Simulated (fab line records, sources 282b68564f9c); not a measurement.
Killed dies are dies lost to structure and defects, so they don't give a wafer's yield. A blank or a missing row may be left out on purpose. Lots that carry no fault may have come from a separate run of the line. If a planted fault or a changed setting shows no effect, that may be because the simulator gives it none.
A lot that was struck, set against a sound lot + flow rit-cmos + 18 out of 202 route steps
Sound: these wafers, L265.2, L265.3, L265.4. Struck: wafers L268.1, L268.2, L268.5. Last of all comes the cause.
At each step with rows: each side's tool, then ch and its chambers, then its first start. Under that, the readings that differ: sound wafers + struck wafers + difference of the means + sigmas: that difference in standard deviations of wafers without a fault.
alike: readings with means less than 2 such deviations apart, plus words and numbers identical on both sides. not compared: withheld readings, readings lacking a value on some wafer, bounds such as >300 that could conceal the same value, and numbers that have no deviation in the record and whose values overlap.
Wherever a step has rows on one side only, a row that says differs or no value, or a row with sigmas, the two part there. Numbers that don't overlap but have no deviation are shown without sigmas and don't part them. Lack of a reading on every wafer of one side parts them only where that side has two or more wafers.

RIT_CONTACT_OVL_MEAS_09:
  sound on overlay-02, day 6 09:18; struck on overlay-01, day 6 20:19
  alike: CONTACT_OVL
then, 1 step without rows for these wafers: RIT_CONTACT_HARDBAKE_10 (time 60 s).
RIT_CONTACT_ETCH_11: etches SiO2 in CHF3/CF4/Ar, stops on TiSi2, target depth 480 nm, time 320 s.
  sound on rie-diel-04 ch 0,1,2, day 6 09:29; struck on rie-diel-01 ch 0,2, day 6 20:30
  alike: drypump-motor-current-A, oes-product-au, throttle-valve-pct
  not compared: rf-hours-counter-h
RIT_CONTACT_STRIP_12: strips in O2, time 180 s.
  sound on plasma-asher-02 ch 0,1, day 6 09:41; struck on plasma-asher-01 ch 0,1, day 6 20:42
  alike: drypump-motor-current-A
  not compared: rf-hours-counter-h
RIT_CONTACT_CD_MEAS_90 targets a cd of 1000 nm.
  sound on cd-sem-02, day 6 09:52; struck on cd-sem-02, day 6 20:52
| reading    | sound               | struck            | difference | sigmas |
|------------|---------------------|-------------------|------------|--------|
| cd-nm (nm) | 1002.5 999.0 1000.2 | 997.2 998.2 994.8 | -3.8       | -2     |
then, 2 steps without rows for these wafers: RIT_CONTACT_CLEAN_13 (cleans in SC1, time 600 s); RIT_CONTACT_CLEAN_14 (cleans in SC2, time 600 s).
RIT_M1_SPUTTER_00: material Al, target thk 400 nm, time 500 s.
  sound on pvd-sputter-04, day 6 10:19; struck on pvd-sputter-01, day 6 21:20
  alike: throttle-valve-pct
RIT_M1_RS_MEAS_01: measurement is done with a four-point probe.
  sound on film-metro-01, day 6 10:38; struck on film-metro-02, day 6 21:38
  alike: M1_AL_RS
RIT_M1_THK_MEAS_02: measures by xrf.
  sound on film-metro-01, day 6 10:45; struck on film-metro-02, day 6 21:46
  alike: M1_AL_THK
then, 2 steps without rows for these wafers: RIT_M1_HMDS_03 (prime time 60 s); RIT_M1_COAT_04 (resist thk 1300 nm).
RIT_M1_SOFTBAKE_05: time 60 s.
  sound on litho-track-04 ch 0, day 6 11:07; struck on litho-track-03 ch 0, day 6 22:07
| reading                  | sound             | struck            | difference | sigmas |
|--------------------------|-------------------|-------------------|------------|--------|
| heater-power-total-W (W) | 34.58 34.53 34.51 | 38.17 38.08 37.94 | +3.52      | +73    |
| run-length-s (s)         | 89.26 89.56 89.56 | 71.59 71.85 71.82 | -17.71     | -61    |
then, 2 steps without rows for these wafers: RIT_M1_EXPOSE_06 (exposes mask M12, target cd 2600 nm); RIT_M1_PEB_07.
RIT_M1_DEVELOP_08: develop time 68 s.
  sound: litho-track-02 ch 0; struck: litho-track-03 ch 0
| reading                                 | sound          | struck         | difference | sigmas |
|-----------------------------------------|----------------|----------------|------------|--------|
| model.NOVOLAK_of_M1_COAT_04.thk-nm (nm) | 1292 1298 1297 | 1317 1314 1315 | +20        |        |
RIT_M1_CD_MEAS_09 targets a cd of 2600 nm.
  sound on cd-sem-01, day 6 11:49; struck on cd-sem-01, day 6 22:49
  alike: cd-nm
RIT_M1_PROBE_99:
  sound on prober-01, day 6 14:31; struck on prober-01, day 7 04:12
  alike: defect-limited-yield, killed-at-front-end, killed-dies, killed-open, killed-short, sort_bin_3_pad_short, sort_bin_5_function, sort_bin_6_memory, sort-n-pass, sort-yield-pct

## WHERE THEY PART
Earliest at RIT_CONTACT_CD_MEAS_90; latest, in this record, at RIT_M1_SOFTBAKE_05. Later steps at which nothing parts them and some readings are alike: RIT_M1_CD_MEAS_09, RIT_M1_PROBE_99.

WHY: whatever the simulator had introduced
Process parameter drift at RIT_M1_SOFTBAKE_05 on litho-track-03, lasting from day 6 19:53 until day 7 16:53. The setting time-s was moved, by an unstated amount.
